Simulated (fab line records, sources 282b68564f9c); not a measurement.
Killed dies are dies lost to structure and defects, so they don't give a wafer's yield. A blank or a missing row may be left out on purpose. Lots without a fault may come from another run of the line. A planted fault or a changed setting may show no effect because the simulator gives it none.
One fault seen from 2 desks | flow rit_cmos | each desk has only its own numbers; what lay behind them comes last

THE TOOL OWNER'S DESK: implanter-01
The tool's own readings at RIT_NLDD_IMPLANT_08: means of the sampled wafers that have a number, for each lot that ran on this tool. A lot is out of limits, marked OUT, if its mean lies more than 4 standard deviations from the usual mean; the brackets give that distance.
Columns: A = beam_energy_keV at RIT_NLDD_IMPLANT_08, usual 20.001
lot  | first seen here | A
L668 | day 2 23:08     | 20.005
L689 | day 7 10:53     | 19.653 (-62) OUT
L690 | day 7 15:43     | 19.650 (-63) OUT
This desk's finding: out of limits on L689, L690; first on L689, day 7 10:53 (beam_energy_keV at RIT_NLDD_IMPLANT_08). In limits: L668.

THE METROLOGY DESK
What the gauges read, lot by lot, whatever tool the lot ran on: means of the sampled wafers that have a number. A lot is out of limits, marked OUT, if its mean lies more than 4 standard deviations from the usual mean; the brackets give that distance.
Columns: A = REOX_OXIDE_THK at RIT_REOX_THK_MEAS_04, usual 25.0 nm; B = NLDD_OVL at RIT_NLDD_OVL_MEAS_06, usual 0.1 nm
lot  | first seen here | A    | B
L668 | day 2 21:55     | 25.3 | 0.5
L672 | day 3 13:20     | 24.6 | 0.2
L674 | day 3 22:38     | 24.5 | 2.0
L689 | day 7 09:48     | 24.7 | 0.2
L690 | day 7 14:29     | 25.7 | -0.1
L691 | day 7 22:08     | 25.4 | -1.7
This desk's finding: nothing out of limits on any of the 6 lots.

PUT TOGETHER
The tool owner's desk could have raised an alarm at day 7 10:53, on L689, L690.
The metrology desk saw nothing out of limits.
The metrology desk has L689, L690 on record, within its limits.
Of the lots named, all ran RIT_NLDD_IMPLANT_08 on implanter-01.

WHAT THE SIMULATOR HAD PUT IN
Process parameter drift: implanter-01, from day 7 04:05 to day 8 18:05, at RIT_NLDD_IMPLANT_08. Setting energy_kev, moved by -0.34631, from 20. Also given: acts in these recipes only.
Lots struck among those shown: L689, L690.
Hours from the fault's start to each desk's first reading out of limits: the tool owner's desk, 7.
